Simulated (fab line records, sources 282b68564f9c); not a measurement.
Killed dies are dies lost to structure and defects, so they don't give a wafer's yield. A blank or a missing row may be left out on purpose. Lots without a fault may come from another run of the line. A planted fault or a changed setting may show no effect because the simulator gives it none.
Split-lot experiment | flow rit_cmos | 5 lots, 27 wafers read, on a route of 202 steps

THE SPLIT
At RIT_SPACER_CVD_03 (deposits Si3N4 from SiH2Cl2/NH3, target thk 250 nm, time 3300 s), the setting time_s was moved away from the recipe's 3300 s on 18 of the 27 wafers read, by -35.8% to +22.0%. The other wafers ran this setting at the recipe's value.

FROM THE SPLIT TO THE READING: what the file shows between them, 1 step
- RIT_SPACER_THK_MEAS_04

THE READING
oes_product_au, in a.u., at RIT_SPACER_ETCHBACK_05 (etches Si3N4 in SF6/CHF3, stops on SiO2, target depth 250 nm, time 240 s). Fault-free wafers of this fab line usually give 0.846 a.u., standard deviation 0.014 a.u..

wafer  | tool, chamber at the split | time_s as run, s | against the recipe | oes_product_au, a.u. | against lot-mates on the recipe
L076.1 | -, -                       | 2120             | -35.8%             | 0.641                | no lot-mate on the recipe
L076.2 | -, -                       | 2120             | -35.8%             | 0.639                | no lot-mate on the recipe
L076.3 | -, -                       | 2120             | -35.8%             | 0.618                | no lot-mate on the recipe
L076.4 | -, -                       | 2120             | -35.8%             | 0.623                | no lot-mate on the recipe
L076.5 | -, -                       | 2120             | -35.8%             | 0.625                | no lot-mate on the recipe
L076.6 | -, -                       | 2120             | -35.8%             | 0.618                | no lot-mate on the recipe
L079.1 | -, -                       | 4008             | +21.5%             | 0.998                | no lot-mate on the recipe
L079.2 | -, -                       | 4008             | +21.5%             | 0.985                | no lot-mate on the recipe
L079.3 | -, -                       | 4008             | +21.5%             | 0.956                | no lot-mate on the recipe
L079.4 | -, -                       | 4008             | +21.5%             | 0.967                | no lot-mate on the recipe
L079.5 | -, -                       | 4008             | +21.5%             | 0.961                | no lot-mate on the recipe
L079.6 | -, -                       | 4008             | +21.5%             | 0.987                | no lot-mate on the recipe
L080.1 | -, -                       | 3300             | recipe             | 0.858                | -
L080.2 | -, -                       | 3300             | recipe             | 0.825                | -
L080.3 | -, -                       | 3300             | recipe             | 0.842                | -
L080.4 | -, -                       | 3300             | recipe             | 0.831                | -
L080.5 | -, -                       | 3300             | recipe             | 0.851                | -
L080.6 | -, -                       | 3300             | recipe             | 0.811                | -
L081.1 | -, -                       | 4025             | +22.0%             | 0.955                | no lot-mate on the recipe
L081.2 | -, -                       | 4025             | +22.0%             | 0.999                | no lot-mate on the recipe
L081.3 | -, -                       | 4025             | +22.0%             | 0.964                | no lot-mate on the recipe
L081.4 | -, -                       | 4025             | +22.0%             | 0.992                | no lot-mate on the recipe
L081.5 | -, -                       | 4025             | +22.0%             | 0.950                | no lot-mate on the recipe
L081.6 | -, -                       | 4025             | +22.0%             | 0.996                | no lot-mate on the recipe
L082.1 | lpcvd-02, 0                | 3300             | recipe             | 0.834                | -
L082.2 | lpcvd-02, 0                | 3300             | recipe             | 0.854                | -
L082.6 | lpcvd-02, 0                | 3300             | recipe             | 0.854                | -

THE FIT
A straight line over all 27 wafers: oes_product_au changes by +0.00607 a.u. for each +1% of time_s; r = +0.99; the points scatter about the line by 0.016 a.u..
Too few moved wafers have a lot-mate on the recipe to fit a line with each lot's own level taken away.

THE WHOLE CHAIN: every reading that the file lists as answering this split, in the file's order
step                   | what it does                                                             | reading                                                                        | change (the file's fit)                   | r (the file's)
RIT_SPACER_CVD_03      | deposits Si3N4 from SiH2Cl2/NH3, target thk 250 nm, time 3300 s          | Si3N4_of_SPACER_CVD_03.thk_nm (the simulator's own value, which no gauge read) | +2.43 nm for each +1% of the setting      | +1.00
RIT_SPACER_THK_MEAS_04 |                                                                          | SPACER_NITRIDE_THK                                                             | +2.43 for each +1% of the setting         | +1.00
RIT_SPACER_ETCHBACK_05 | etches Si3N4 in SF6/CHF3, stops on SiO2, target depth 250 nm, time 240 s | oes_product_au                                                                 | +0.00607 a.u. for each +1% of the setting | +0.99
RIT_SPACER_ETCHBACK_05 | etches Si3N4 in SF6/CHF3, stops on SiO2, target depth 250 nm, time 240 s | etch.depth_nm (the simulator's own value, which no gauge read)                 | +2.42 nm for each +1% of the setting      | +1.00
RIT_SPACER_ETCHBACK_05 | etches Si3N4 in SF6/CHF3, stops on SiO2, target depth 250 nm, time 240 s | Si3N4_of_SPACER_CVD_03.thk_nm (the simulator's own value, which no gauge read) | +1.9 nm for each +1% of the setting       | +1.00

THE FILE'S OWN FIT
oes_product_au changes by +0.00607 a.u. for each +1% of time_s, r = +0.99.
